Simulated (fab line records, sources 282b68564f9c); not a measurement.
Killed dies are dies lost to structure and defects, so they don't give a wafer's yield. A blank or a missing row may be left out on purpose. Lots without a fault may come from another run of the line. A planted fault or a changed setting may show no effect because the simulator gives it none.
Which tool did it? | flow rit_cmos | 12 lots, 36 wafers sampled, at 1 step of a route of 202

WHAT THE GAUGES READ, wafer by wafer
RIT_NSD_TW_MEAS_10.
lot  | measured    | on            | NSD_TW
L462 | day 3 08:38 | film_metro-02 | 3120 3138 3134
L463 | day 3 09:43 | film_metro-01 | 3106 3109 3088
L464 | day 3 14:43 | film_metro-03 | 3127 3137 3153
L465 | day 3 16:40 | film_metro-03 | 3147 3126 3131
L466 | day 3 20:53 | film_metro-02 | 3142 3128 3147
L467 | day 4 02:31 | film_metro-02 | 3130 3139 3160
L468 | day 4 06:15 | film_metro-01 | 3104 3091 3095
L469 | day 4 10:10 | film_metro-02 | 3142 3117 3144
L470 | day 4 15:55 | film_metro-01 | 3084 3078 3086
L471 | day 4 19:52 | film_metro-02 | 3139 3109 3121
L475 | day 5 16:16 | film_metro-02 | 3160 3160 3165
L476 | day 5 21:47 | film_metro-03 | 3120 3132 3135

WHICH TOOL RAN EACH LOT (tool, then ch and the chambers of the sampled wafers, then the start)
The record holds no process step before these readings.

WHAT THE TOOLS THEMSELVES READ (means of the sampled wafers that have a number; where no wafer has one, the mark that the record gives instead)
The record holds no such reading with a usual standard deviation.

THE ANSWER, worked out from the rows above alone
Rule: what is usual is taken from the lots themselves. Put in order of their means at a reading, lots are off if they are a third of the lots or fewer, leave a main group of 4 or more, and stand apart from it by a gap of 3 or more times the standard deviation of the main group's means; of several such gaps the widest counts. A main group whose means are all the same, to the digits that the tables above print for the reading, isn't used. A lot without any number at a reading at which 4 lots or more have one is off too. The other lots that the step has rows for count as sound. The gauges are gone through in route order, then the tools' own readings, and for those a lot's mean is taken as printed above. The first step at which some lot is off is used, and at that step the reading that is off furthest; a lot without a number counts as furthest.
No lot is off at any reading shown: from this, nothing can be told.

WHAT THE SIMULATOR HAD PUT IN
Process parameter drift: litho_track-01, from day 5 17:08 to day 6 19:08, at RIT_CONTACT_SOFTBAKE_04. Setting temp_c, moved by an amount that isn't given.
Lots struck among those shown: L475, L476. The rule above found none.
